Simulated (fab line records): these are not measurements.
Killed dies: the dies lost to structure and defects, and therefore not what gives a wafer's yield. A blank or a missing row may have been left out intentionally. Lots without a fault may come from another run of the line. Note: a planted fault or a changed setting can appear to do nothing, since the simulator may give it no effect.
fab line records ; flow rit_cmos
record: lots: 7; wafers: 21; last_day: 8
route steps=202 shown FOX2@23 NWELL@28 M1@202
lots with no fault: from the same line, run without faults
start_h: the number of hours between the record's first day and the start of the first shown wafer of the lot ; wait_h: how many hours have passed since the lot's step before this one ; " repeats the value in the row above ; L1.1+2: several wafers, shown together as one row ; - no value, or no start was given ; * or withheld: withheld ; < > ~ a bound
route shown NAME@n: names a module that has steps shown in the file, with the first one's number in the route ; usual: mean and standard deviation over wafers with no fault ; same: alike in all rows ; chamber/n: place in a boat ; sites: the reading at each site ; _std_site: standard deviation of those values ; _edge_site: outer sites' mean less inner sites' ; radius_mm: how far each site lies from the wafer's centre ; mask NAME#n: copy n ; behind: the last tool/chamber to shape the wafer ; hold: why the lot was held/for how many hours/how that ended ; device: names the non-switching transistor (n, p or np) ; end of line: the same wafers' tests at the end of the route ; where a step has no rows: the recipe by itself ; killed: not the wafer's yield, but the dies lost to structure and defects at the first sort ; map: per-die view of a wafer (x killed, . not killed, _ where there is no die)
set.NAME: the run value of the setting; set.NAME@STEP: its run value at that earlier step ; model.NAME: the simulator's own value behind a step, which no gauge read
lots seen at some steps along the route; tables by step, rows by wafer
== steps ==
step: RIT_FOX2_OXIDATION_00
recipe: temp_c: 1100; ambient: H2O; target_thk_a: 3507; p_h2o_torr: 720; ox_time_s: 1130
step: RIT_FOX2_THK_MEAS_01
recipe: reads: SiO2_of_FOX2_OXIDATION_00
usual: FOX2_OXIDE_THK: 352/5.2
lot.wafer;tool;chamber;start_h;wait_h;FOX2_OXIDE_THK[nm]
L299.1;film_metro-03;-;35.79;0.0;345
L299.3;film_metro-03;-;35.79;0.0;343
L299.5;film_metro-03;-;35.79;0.0;343
L306.1;film_metro-03;-;71.02;0.0;358
L306.3;film_metro-03;-;71.02;0.0;356
L306.4;film_metro-03;-;71.02;0.0;351
L309.3;film_metro-01;-;85.91;0.0;353
L309.4;film_metro-01;-;85.91;0.0;351
L309.6;film_metro-01;-;85.91;0.0;347
L310.2;film_metro-01;-;90.65;0.0;354
L310.3;film_metro-01;-;90.65;0.0;359
L310.5;film_metro-01;-;90.65;0.0;358
L313.2;film_metro-01;-;105.57;0.0;355
L313.3;film_metro-01;-;105.57;0.0;349
L313.4;film_metro-01;-;105.57;0.0;350
L315.2;film_metro-01;-;115.22;0.0;348
L315.3;film_metro-01;-;115.22;0.0;348
L315.4;film_metro-01;-;115.22;0.0;358
L319.2;film_metro-01;-;139.34;0.0;365
L319.5;film_metro-01;-;139.34;0.0;365
L319.6;film_metro-01;-;139.34;0.0;362
step: RIT_FOX2_CLEAN_02
recipe: chemistry: dHF; dilution: 50:1; time_s: 180
step: RIT_FOX2_WET_ETCH_03
recipe: chemistry: H3PO4; target: Si3N4; target_depth_nm: 195; temp_c: 165; time_s: 2700
step: RIT_FOX2_THK_MEAS_90
recipe: reads: SiO2_of_FOX2_OXIDATION_00
usual: FIELD_OXIDE_LEFT_1_THK: 325/5.3
lot.wafer;tool;chamber;start_h;wait_h;FIELD_OXIDE_LEFT_1_THK[nm]
L299.1;film_metro-03;-;36.67;0.0;318
L299.3;film_metro-03;-;36.67;0.0;316
L299.5;film_metro-03;-;36.67;0.0;316
L306.1;film_metro-03;-;72.66;0.0;331
L306.3;film_metro-03;-;72.66;0.0;329
L306.4;film_metro-03;-;72.66;0.0;324
L309.3;film_metro-03;-;87.84;0.0;327
L309.4;film_metro-03;-;87.84;0.0;324
L309.6;film_metro-03;-;87.84;0.0;320
L310.2;film_metro-02;-;91.67;0.0;326
L310.3;film_metro-02;-;91.67;0.0;331
L310.5;film_metro-02;-;91.67;0.0;330
L313.2;film_metro-02;-;106.45;0.0;327
L313.3;film_metro-02;-;106.45;0.0;321
L313.4;film_metro-02;-;106.45;0.0;322
L315.2;film_metro-01;-;116.09;0.0;321
L315.3;film_metro-01;-;116.09;0.0;321
L315.4;film_metro-01;-;116.09;0.0;331
L319.2;film_metro-02;-;140.21;0.0;338
L319.5;film_metro-02;-;140.21;0.0;338
L319.6;film_metro-02;-;140.21;0.0;336
step: RIT_NWELL_HMDS_00
recipe: prime_time_s: 60; prime_temp_c: 140
step: RIT_NWELL_COAT_01
recipe: resist: NOVOLAK; spin_rpm: 2000; resist_thk_nm: 1275
step: RIT_NWELL_SOFTBAKE_02
recipe: resist: NOVOLAK; temp_c: 90; time_s: 60
step: RIT_NWELL_EXPOSE_03
recipe: mask_id: M2; na: 0.57; target_cd_nm: 43900; dose_mj: 250
step: RIT_NWELL_PEB_04
recipe: resist: NOVOLAK; temp_c: withheld; time_s: withheld
step: RIT_NWELL_DEVELOP_05
recipe: resist: NOVOLAK; develop_time_s: 68; dev_temp_c: 23
step: RIT_NWELL_OVL_MEAS_06
usual: NWELL_OVL: -0.2/1.5
lot.wafer;tool;chamber;start_h;wait_h;NWELL_OVL[nm]
L299.1;overlay-02;-;37.74;-;-0.3
L299.3;overlay-02;-;37.74;-;0.3
L299.5;overlay-02;-;37.74;-;0.6
L306.1;overlay-01;-;73.72;-;0.1
L306.3;overlay-01;-;73.72;-;0.4
L306.4;overlay-01;-;73.72;-;1.9
L309.3;overlay-01;-;88.77;-;1.0
L309.4;overlay-01;-;88.77;-;3.0
L309.6;overlay-01;-;88.77;-;-0.2
L310.2;overlay-02;-;92.73;-;-1.8
L310.3;overlay-02;-;92.73;-;-4.0
L310.5;overlay-02;-;92.73;-;-2.0
L313.2;overlay-02;-;107.51;-;-0.5
L313.3;overlay-02;-;107.51;-;-1.7
L313.4;overlay-02;-;107.51;-;-2.8
L315.2;overlay-02;-;117.03;-;0.3
L315.3;overlay-02;-;117.03;-;-0.5
L315.4;overlay-02;-;117.03;-;-0.9
L319.2;overlay-01;-;141.28;-;1.2
L319.5;overlay-01;-;141.28;-;0.9
L319.6;overlay-01;-;141.28;-;0.3
step: RIT_NWELL_HARDBAKE_07
recipe: resist: NOVOLAK; temp_c: 140; time_s: 120
usual: heater_power_total_W: 52.03/0.065; plate_temp_C: 140.00/0.15
lot.wafer;tool;chamber;start_h;wait_h;heater_power_total_W;plate_temp_C
L299.1;litho_track-03;0;37.77;0.0;51.99;140.04
L299.3;litho_track-03;0;37.77;0.0;51.96;140.01
L299.5;litho_track-03;0;37.77;0.0;52.08;139.98
L306.1;litho_track-01;0;73.76;0.0;52.00;139.81
L306.3;litho_track-01;0;73.76;0.0;52.09;140.10
L306.4;litho_track-01;0;73.76;0.0;52.07;139.94
L309.3;litho_track-01;0;88.88;0.1;53.30;142.55
L309.4;litho_track-01;0;88.88;0.1;53.28;142.58
L309.6;litho_track-01;0;88.88;0.1;53.26;142.86
L310.2;litho_track-01;0;92.81;0.1;53.37;142.62
L310.3;litho_track-01;0;92.81;0.1;53.41;142.57
L310.5;litho_track-01;0;92.81;0.1;53.34;142.47
L313.2;litho_track-01;0;107.58;0.1;53.39;142.65
L313.3;litho_track-01;0;107.58;0.1;53.30;142.80
L313.4;litho_track-01;0;107.58;0.1;53.23;142.76
L315.2;litho_track-03;0;117.10;0.1;52.02;139.94
L315.3;litho_track-03;0;117.10;0.1;52.01;140.06
L315.4;litho_track-03;0;117.10;0.1;51.92;140.16
L319.2;litho_track-04;0;141.35;0.1;52.07;140.21
L319.5;litho_track-04;0;141.35;0.1;51.97;140.05
L319.6;litho_track-04;0;141.35;0.1;51.98;140.32
step: RIT_NWELL_IMPLANT_08
recipe: species: P; energy_kev: 170; dose_cm2: 5.076e+13; tilt_deg: 7
step: RIT_M1_PROBE_99
usual: killed_at_contacts: 0.1/0.3; killed_at_front_end: 7/3.4; killed_dies: 7/3.4; killed_open: 3.6/2.1; killed_short: 3.5/2.1
same: gross_dies: 264; killed_at_M0_to_M3: 0; killed_at_M4_up: 0; killed_at_back_side: 0; killed_at_other: 0
lot.wafer;tool;chamber;start_h;wait_h;killed_at_contacts;killed_at_front_end;killed_dies;killed_open;killed_short
L299.1;prober-02;-;77.34;0.1;0;5;5;3;2
L299.3;prober-02;-;77.44;0.2;2;3;5;2;3
L299.5;prober-02;-;77.54;0.2;0;1;1;0;1
L306.1;prober-01;-;112.09;0.1;0;6;6;3;3
L306.3;prober-01;-;112.19;0.2;0;7;7;5;2
L306.4;prober-01;-;112.24;0.2;1;9;10;5;5
L309.3;prober-02;-;126.54;0.2;0;11;11;7;4
L309.4;prober-02;-;126.59;0.2;0;4;4;2;2
L309.6;prober-02;-;126.69;0.2;0;11;11;6;5
L310.2;prober-01;-;128.92;0.1;0;7;7;3;4
L310.3;prober-01;-;128.97;0.2;0;10;10;5;5
L310.5;prober-01;-;129.07;0.2;0;7;7;4;3
L313.2;prober-02;-;143.44;0.1;0;1;1;1;0
L313.3;prober-02;-;143.49;0.2;0;4;4;2;2
L313.4;prober-02;-;143.54;0.2;0;3;3;2;1
L315.2;prober-02;-;160.13;0.1;0;6;6;6;0
L315.3;prober-02;-;160.18;0.2;0;2;2;1;1
L315.4;prober-02;-;160.23;0.2;0;4;4;0;4
L319.2;prober-01;-;182.00;0.1;0;9;9;4;5
L319.5;prober-01;-;182.15;0.2;0;6;6;2;4
L319.6;prober-01;-;182.20;0.2;0;7;7;5;2
killed by level:class
L299.1 FOX1:geometric_particle:open=2 FOX2:geometric_particle:short=1 REOX:geometric_particle:short=1 SILICIDE:geometric_particle:open=1
L299.3 FOX1:geometric_particle:open=1 GATE:geometric_particle:short=1 REOX:geometric_particle:short=1 CONTACT:geometric_particle:open=1 CONTACT:geometric_particle:short=1
L299.5 SPACER:geometric_particle:short=1
L306.1 GATE:geometric_particle:open=2 SPACER:geometric_particle:short=2 GATE:geometric_particle:short=1 SPACER:geometric_particle:open=1
L306.3 GATE:geometric_particle:open=3 FOX1:geometric_particle:short=1 REOX:geometric_particle:open=1 REOX:geometric_particle:short=1 SILICIDE:geometric_particle:open=1
L306.4 GATE:geometric_particle:short=2 REOX:geometric_particle:open=2 SPACER:geometric_particle:open=2 FOX1:geometric_particle:short=1 SPACER:geometric_particle:short=1 SILICIDE:geometric_particle:short=1 CONTACT:geometric_particle:open=1
L309.3 GATE:geometric_particle:open=5 FOX1:geometric_particle:short=2 FOX2:geometric_particle:short=2 FOX1:geometric_particle:open=1 REOX:geometric_particle:open=1
L309.4 GATE:geometric_particle:open=1 GATE:geometric_particle:short=1 REOX:geometric_particle:short=1 REOX:geometric_particle:open=1
L309.6 GATE:geometric_particle:open=5 FOX1:geometric_particle:short=3 GATE:geometric_particle:short=1 SILICIDE:geometric_particle:open=1 SILICIDE:geometric_particle:short=1
L310.2 GATE:geometric_particle:open=2 REOX:geometric_particle:short=2 FOX2:geometric_particle:open=1 GATE:geometric_particle:short=1 SILICIDE:geometric_particle:short=1
L310.3 GATE:geometric_particle:short=3 GATE:geometric_particle:open=2 REOX:geometric_particle:open=2 REOX:geometric_particle:short=1 SPACER:geometric_particle:short=1 SILICIDE:geometric_particle:open=1
L310.5 FOX1:geometric_particle:open=2 GATE:geometric_particle:short=2 SPACER:geometric_particle:short=1 SPACER:geometric_particle:open=1 SILICIDE:geometric_particle:open=1
L313.2 SILICIDE:geometric_particle:open=1
L313.3 FOX1:geometric_particle:short=2 GATE:geometric_particle:open=1 SPACER:geometric_particle:open=1
L313.4 FOX1:geometric_particle:open=1 GATE:geometric_particle:open=1 GATE:geometric_particle:short=1
L315.2 GATE:geometric_particle:open=2 ACTIVE:geometric_particle:open=1 FOX1:geometric_particle:open=1 SPACER:geometric_particle:open=1 SILICIDE:geometric_particle:open=1
L315.3 FOX2:geometric_particle:short=1 SILICIDE:geometric_particle:open=1
L315.4 FOX2:geometric_particle:short=3 SILICIDE:geometric_particle:short=1
L319.2 FOX1:geometric_particle:short=3 GATE:geometric_particle:open=2 FOX1:geometric_particle:open=1 GATE:geometric_particle:short=1 SPACER:geometric_particle:short=1 SILICIDE:geometric_particle:open=1
L319.5 SILICIDE:geometric_particle:short=2 FOX1:geometric_particle:open=1 FOX2:geometric_particle:short=1 GATE:geometric_particle:short=1 REOX:geometric_particle:open=1
L319.6 FOX1:geometric_particle:open=1 FOX1:geometric_particle:short=1 FOX2:geometric_particle:short=1 GATE:geometric_particle:open=1 REOX:geometric_particle:open=1 SPACER:geometric_particle:open=1 SILICIDE:geometric_particle:open=1
== key ==
first_sign: step: RIT_NWELL_HARDBAKE_07; reading: heater_power_total_W; direction: up; sigmas: 20; usual: 52.03; struck: 53.32
effect: step: RIT_NWELL_HARDBAKE_07; reading: plate_temp_C; direction: up; sigmas: 18; usual: *; struck: *
met_at RIT_NWELL_HARDBAKE_07
struck_wafers L309.3,L309.4,L309.6,L310.2,L310.3,L310.5,L313.2,L313.3,L313.4
tester_left_out L309,L310,L313
onset_between 73.76 88.88
fault: kind: process_parameter_drift; tool: litho_track-01; chamber: -; onset_h: 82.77; steps: RIT_NWELL_HARDBAKE_07; channel: temp_c; offset: *; shape: step; end_h: 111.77; acts_in: *; stated: *
tester_left_out: of these lots the tester's yield and bins aren't shown, on N5 and GAA mostly nor the transistor test; their killed dies are dies lost to structure and defects alone, not to doping, threshold or leakage, so they don't give the yield
